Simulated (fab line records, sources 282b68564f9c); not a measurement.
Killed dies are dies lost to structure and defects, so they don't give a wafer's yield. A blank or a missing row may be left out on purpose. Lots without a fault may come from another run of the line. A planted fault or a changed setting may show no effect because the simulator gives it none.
fab line records | flow rit_cmos
record lots=5 wafers=27
route steps=202 shown CONTACT@175 M1@200
start_h: hours from the record's first day to the start of the lot's first wafer shown | wait_h: hours since the lot's step before | " the same as in the row above | L1.1+2: a row that stands for several wafers | - no value, or no start given | * or withheld: withheld | < > ~ a bound
route shown NAME@n: a module of which the file shows steps, and the number in the route of the first | usual: mean/standard deviation of fault-free wafers | same: alike in all rows | chamber/n: place in a boat | sites: the reading at each site | _std_site: their standard deviation | _edge_site: outer sites' mean less inner sites' | radius_mm: how far each site lies from the wafer's centre | mask NAME#n: copy n | behind: the tool/chamber that last shaped the wafer | hold: why the lot was held/for how many hours/how that ended | device: the transistor (n, p or np) that didn't switch | end of line: the same wafers' tests at the end of the route | a step without rows: its recipe alone | killed: dies lost to structure and defects at the first sort, not the wafer's yield | map: a wafer's dies, x killed, . not, _ none there
set.NAME: the setting as run; set.NAME@STEP: as run at that earlier step | model.NAME: the simulator's own value behind a step, which no gauge read
lots whose settings were changed on purpose; a table a step, a row a wafer
## steps
# step RIT_CONTACT_DEVELOP_07
# recipe resist=NOVOLAK develop_time_s=120 dev_temp_c=23
# columns lot.wafer tool chamber start_h wait_h set.develop_time_s
L077.1+2+5 litho_track-03 0 - - 120
L077.3+4+6 " 0 " " 78.05
L079.1+2+3+4+5+6 litho_track-03 0 - - 120
L080.1+3+4 litho_track-03 0 - - 120
L080.2+5+6 " 0 " " 148.4
L083.1+2+6 litho_track-01 0 - - 120
L083.3+4+5 " 0 " " 49.31
L085.1+3+6 litho_track-04 0 - - 120
# step RIT_CONTACT_CD_MEAS_08
# recipe target_cd_nm=1000
# usual cd_nm=1000.3/2.2
# columns lot.wafer tool chamber start_h wait_h set.develop_time_s@CONTACT_DEVELOP_07 cd_nm
L077.1 cd_sem-01 - 71.05 - 120 998.9
L077.2 " - " " 120 998.3
L077.3 " - " " 78.05 961.5
L077.4 " - " " 78.05 961.0
L077.5 " - " " 120 999.3
L077.6 " - " " 78.05 961.7
L079.1 cd_sem-01 - 80.64 - 120 998.8
L079.2 " - " " 120 1000.8
L079.3 " - " " 120 1000.1
L079.4 " - " " 120 997.7
L079.5 " - " " 120 999.6
L079.6 " - " " 120 997.8
L080.1 cd_sem-02 - 86.86 - 120 1003.8
L080.2 " - " " 148.4 1021.2
L080.3 " - " " 120 1001.7
L080.4 " - " " 120 1002.8
L080.5 " - " " 148.4 1021.1
L080.6 " - " " 148.4 1019.8
L083.1 cd_sem-01 - 102.72 - 120 997.5
L083.2 " - " " 120 999.4
L083.3 " - " " 49.31 918.6
L083.4 " - " " 49.31 919.9
L083.5 " - " " 49.31 920.4
L083.6 " - " " 120 998.6
L085.1 cd_sem-01 - 113.75 - 120 1000.6
L085.3 " - " " 120 1001.6
L085.6 " - " " 120 999.6
# step RIT_CONTACT_HARDBAKE_10
# recipe resist=NOVOLAK temp_c=140 time_s=60
# step RIT_CONTACT_ETCH_11
# recipe target_depth_a=4800 over_etch_frac=0.2 stop_on=TiSi2 chemistry=CHF3/CF4/Ar target=SiO2 CHF3_flow_sccm=50 cf4_flow_sccm=10 Ar_flow_sccm=100 O2_flow_sccm=5 pressure_mtorr=100 rf_w=200 time_s=320
# columns lot.wafer tool chamber start_h wait_h set.develop_time_s@CONTACT_DEVELOP_07 model.CONTACT.cd_nm
L077.1 rie_diel-01 2 71.36 0.1 120 998.5
L077.2 " 1 " " 120 998.1
L077.3 " 0 " " 78.05 962
L077.4 " 3 " " 78.05 961
L077.5 " 0 " " 120 999.2
L077.6 " 3 " " 78.05 961.7
L079.1 rie_diel-02 3 80.95 0.1 120 998.6
L079.2 " 2 " " 120 1000
L079.3 " 1 " " 120 1001
L079.4+6 " 0,1 " " 120 998.2
L079.5 " 2 " " 120 999.3
L080.1 rie_diel-02 0 87.17 0.1 120 1004
L080.2+5 " 1,0 " " 148.4 1021
L080.3 " 2 " " 120 1001
L080.4 " 3 " " 120 1003
L080.6 " 3 " " 148.4 1020
L083.1 rie_diel-02 3 103.04 0.1 120 997.5
L083.2 " 1 " " 120 999.9
L083.3 " 0 " " 49.31 918.8
L083.4 " 2 " " 49.31 920.2
L083.5 " 2 " " 49.31 919.7
L083.6 " 3 " " 120 998.5
L085.1 rie_diel-04 1 114.06 0.1 120 1001
L085.3 " 2 " " 120 1002
L085.6 " 0 " " 120 998.8
# step RIT_CONTACT_STRIP_12
# recipe chemistry=O2 time_s=180 resist=NOVOLAK platen_temp_c=withheld power_w=500 pressure_mtorr=4000 o2_flow_sccm=4000
# step RIT_CONTACT_CD_MEAS_90
# recipe target_cd_nm=1000
# usual cd_nm=1000.4/2.1
# columns lot.wafer tool chamber start_h wait_h set.develop_time_s@CONTACT_DEVELOP_07 cd_nm
L077.1 cd_sem-02 - 71.72 0.1 120 998.4
L077.2 " - " " 120 998.2
L077.3 " - " " 78.05 962.0
L077.4 " - " " 78.05 961.3
L077.5 " - " " 120 999.2
L077.6 " - " " 78.05 961.8
L079.1 cd_sem-02 - 81.32 0.1 120 998.6
L079.2 " - " " 120 1000.1
L079.3 " - " " 120 1001.0
L079.4 " - " " 120 997.9
L079.5 " - " " 120 999.6
L079.6 " - " " 120 998.3
L080.1 cd_sem-02 - 87.54 0.1 120 1004.3
L080.2 " - " " 148.4 1021.3
L080.3 " - " " 120 1001.2
L080.4 " - " " 120 1002.9
L080.5 " - " " 148.4 1021.6
L080.6 " - " " 148.4 1020.5
L083.1 cd_sem-01 - 103.41 0.1 120 997.5
L083.2 " - " " 120 999.7
L083.3 " - " " 49.31 918.7
L083.4 " - " " 49.31 920.3
L083.5 " - " " 49.31 919.7
L083.6 " - " " 120 998.4
L085.1 cd_sem-01 - 114.43 0.1 120 1000.9
L085.3 " - " " 120 1001.9
L085.6 " - " " 120 999.1
# step RIT_CONTACT_CLEAN_13
# recipe chemistry=SC1 mix=3:3:50 time_s=600 temp_c=75
# step RIT_CONTACT_CLEAN_14
# recipe chemistry=SC2 mix=3:3:50 time_s=600 temp_c=75 dry=n2_spin
# step RIT_M1_ANNEAL_15
# recipe temp_c=450 time_s=1800 ambient=forming_gas_H2N2
# step RIT_M1_PROBE_99
# usual killed_at_contacts=0.0/0.16 killed_at_front_end=7/3.5 killed_dies=7/3.5 killed_open=3.5/2.1 killed_short=3.6/2.4
# same gross_dies=264 killed_at_M0_to_M3=0 killed_at_M4_up=0 killed_at_back_side=0 killed_at_other=0
# columns lot.wafer tool chamber start_h wait_h set.ox_time_s@ACTIVE_OXIDATION_01 set.develop_time_s@CONTACT_DEVELOP_07 killed_at_contacts killed_at_front_end killed_dies killed_open killed_short model.etest.nldd.width_nm model.etest.pldd.width_nm model.etest.nmos_narrow.drive_ua_um model.etest.pmos_narrow.drive_ua_um model.etest.contact_to_gate.bv_right_v
L077.1 prober-02 - 76.21 0.1 3360 120 0 3 3 0 3 3174 3196 220.4 100.3 89.2
L077.2 prober-02 - 76.26 0.1 3360 120 0 5 5 2 3 3161 3148 225.9 102.4 89.86
L077.3 prober-02 - 76.31 0.2 3360 78.05 0 3 3 1 2 3160 3157 218.9 97.76 99.14
L077.4 prober-02 - 76.36 0.2 3360 78.05 0 6 6 5 1 3169 3161 217.6 98.31 104.8
L077.5 prober-02 - 76.41 0.2 3360 120 0 6 6 3 3 3156 3150 222.8 99.73 93.34
L077.6 prober-02 - 76.46 0.2 3360 78.05 0 5 5 3 2 3161 3150 219 100.6 99.86
L079.1 prober-02 - 85.94 0.1 4830 120 0 264 264 2 3 - - - - -
L079.2 prober-02 - 85.99 0.1 4830 120 0 264 264 0 3 - - - - -
L079.3 prober-02 - 86.04 0.2 4830 120 0 264 264 0 4 - - - - -
L079.4 prober-02 - 86.09 0.2 4830 120 0 264 264 6 1 - - - - -
L079.5 prober-02 - 86.14 0.2 4830 120 0 264 264 4 6 - - - - -
L079.6 prober-02 - 86.19 0.2 4830 120 0 264 264 5 1 - - - - -
L080.1 prober-01 - 92.02 0.1 3360 120 0 11 11 8 3 - - - - -
L080.2 prober-01 - 92.07 0.1 3360 148.4 0 3 3 2 1 - - - - -
L080.3 prober-01 - 92.12 0.2 3360 120 0 13 13 8 5 - - - - -
L080.4 prober-01 - 92.17 0.2 3360 120 0 8 8 4 4 - - - - -
L080.5 prober-01 - 92.22 0.2 3360 148.4 0 17 17 5 12 - - - - -
L080.6 prober-01 - 92.27 0.2 3360 148.4 0 11 11 5 6 - - - - -
L083.1 prober-02 - 108.08 0.1 5371 120 0 4 4 1 3 2912 2889 157.2 77.86 90.96
L083.2 prober-02 - 108.13 0.1 5371 120 0 7 7 6 1 2932 2928 163.1 80.69 91.12
L083.3 prober-02 - 108.18 0.2 5371 49.31 0 5 5 3 2 2913 2923 166.2 82.68 110.8
L083.4 prober-02 - 108.23 0.2 5371 49.31 0 6 6 4 2 2892 2915 162.7 77.66 108.3
L083.5 prober-02 - 108.28 0.2 5371 49.31 0 6 6 2 4 2914 2925 164.7 78.2 110
L083.6 prober-02 - 108.33 0.2 5371 120 0 7 7 3 4 2928 2908 162.4 79.15 91.72
L085.1 prober-02 - 119.06 0.1 3360 120 0 9 9 4 5 3169 3172 228.4 103.6 90.11
L085.3 prober-02 - 119.16 0.2 3360 120 0 5 5 4 1 3170 3160 229.5 106.4 92.09
L085.6 prober-02 - 119.31 0.2 3360 120 1 3 4 3 1 3177 3168 229.6 103.9 93.41
# killed by level:class
L077.1 FOX1:geometric_particle:short=1 FOX2:geometric_particle:short=1 SPACER:geometric_particle:short=1
L077.2 FOX1:geometric_particle:open=1 FOX1:geometric_particle:short=1 FOX2:geometric_particle:short=1 FOX2:geometric_particle:open=1 GATE:geometric_particle:short=1
L077.3 FOX1:geometric_particle:short=1 GATE:geometric_particle:short=1 REOX:geometric_particle:open=1
L077.4 GATE:geometric_particle:open=3 SPACER:geometric_particle:open=2 GATE:geometric_particle:short=1
L077.5 FOX1:geometric_particle:short=2 GATE:geometric_particle:open=2 SPACER:geometric_particle:open=1 SPACER:geometric_particle:short=1
L077.6 FOX1:geometric_particle:open=1 GATE:geometric_particle:open=1 GATE:geometric_particle:short=1 REOX:geometric_particle:short=1 SPACER:geometric_particle:open=1
L079.1 GATE:area_etch=259 FOX2:geometric_particle:short=1 FOX2:geometric_particle:open=1 GATE:geometric_particle:open=1 REOX:geometric_particle:short=1 SPACER:geometric_particle:short=1
L079.2 GATE:area_etch=261 SILICIDE:geometric_particle:short=2 REOX:geometric_particle:short=1
L079.3 GATE:area_etch=260 GATE:geometric_particle:short=2 FOX2:geometric_particle:short=1 SPACER:geometric_particle:short=1
L079.4 GATE:area_etch=257 FOX1:geometric_particle:open=3 GATE:geometric_particle:open=2 REOX:geometric_particle:open=1 SPACER:geometric_particle:short=1
L079.5 GATE:area_etch=254 GATE:geometric_particle:short=3 GATE:geometric_particle:open=2 SILICIDE:geometric_particle:short=2 REOX:geometric_particle:short=1 REOX:geometric_particle:open=1 SILICIDE:geometric_particle:open=1
L079.6 GATE:area_etch=258 GATE:geometric_particle:open=2 SILICIDE:geometric_particle:open=2 FOX1:geometric_particle:short=1 SPACER:geometric_particle:open=1
L080.1 GATE:geometric_particle:open=4 FOX2:geometric_particle:short=2 REOX:geometric_particle:open=2 FOX2:geometric_particle:open=1 SPACER:geometric_particle:short=1 SILICIDE:geometric_particle:open=1
L080.2 SILICIDE:geometric_particle:open=2 SILICIDE:geometric_particle:short=1
L080.3 REOX:geometric_particle:open=3 FOX1:geometric_particle:short=2 GATE:geometric_particle:open=2 REOX:geometric_particle:short=2 SPACER:geometric_particle:open=2 FOX1:geometric_particle:open=1 FOX2:geometric_particle:short=1
L080.4 FOX1:geometric_particle:open=3 FOX1:geometric_particle:short=1 GATE:geometric_particle:short=1 REOX:geometric_particle:short=1 REOX:geometric_particle:open=1 SPACER:geometric_particle:short=1
L080.5 GATE:geometric_particle:short=5 REOX:geometric_particle:open=3 FOX1:geometric_particle:short=2 FOX1:geometric_particle:open=2 SPACER:geometric_particle:short=2 SILICIDE:geometric_particle:short=2 FOX2:geometric_particle:short=1
L080.6 FOX1:geometric_particle:short=2 GATE:geometric_particle:open=2 REOX:geometric_particle:short=2 SPACER:geometric_particle:open=2 GATE:geometric_particle:short=1 SPACER:geometric_particle:short=1 SILICIDE:geometric_particle:open=1
L083.1 FOX1:geometric_particle:short=2 SPACER:geometric_particle:open=1 SILICIDE:geometric_particle:short=1
L083.2 GATE:geometric_particle:open=3 GATE:geometric_particle:short=1 FOX2:geometric_particle:open=1 SPACER:geometric_particle:open=1 SILICIDE:geometric_particle:open=1
L083.3 GATE:geometric_particle:short=2 REOX:geometric_particle:open=2 GATE:geometric_particle:open=1
L083.4 GATE:geometric_particle:open=2 FOX1:geometric_particle:open=1 GATE:geometric_particle:short=1 SPACER:geometric_particle:open=1 SILICIDE:geometric_particle:short=1
L083.5 GATE:geometric_particle:short=3 FOX1:geometric_particle:open=1 GATE:geometric_particle:open=1 SPACER:geometric_particle:short=1
L083.6 GATE:geometric_particle:open=3 GATE:geometric_particle:short=3 FOX1:geometric_particle:short=1
L085.1 GATE:geometric_particle:short=3 FOX2:geometric_particle:open=2 FOX1:geometric_particle:open=1 FOX2:geometric_particle:short=1 GATE:geometric_particle:open=1 SPACER:geometric_particle:short=1
L085.3 GATE:geometric_particle:open=1 REOX:geometric_particle:open=1 SPACER:geometric_particle:short=1 SPACER:geometric_particle:open=1 SILICIDE:geometric_particle:open=1
L085.6 GATE:geometric_particle:open=2 GATE:geometric_particle:short=1 CONTACT:geometric_particle:open=1
## key
split step=RIT_CONTACT_DEVELOP_07 setting=develop_time_s stated=120 by=wafer
response step=RIT_CONTACT_CD_MEAS_08 reading=cd_nm change=+1.21 per=1% r=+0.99
response step=RIT_CONTACT_ETCH_11 reading=model.CONTACT.cd_nm change=+1.21 per=1% r=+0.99
response step=RIT_CONTACT_CD_MEAS_90 reading=cd_nm change=+1.21 per=1% r=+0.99
response step=RIT_M1_PROBE_99 reading=model.etest.contact_to_gate.bv_right_v change=-0.31 per=1% r=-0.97
split outside_this_file step=RIT_ACTIVE_OXIDATION_01 setting=ox_time_s
# split outside_this_file: this setting was split too, and the file shows its column; the key of that split is in another file
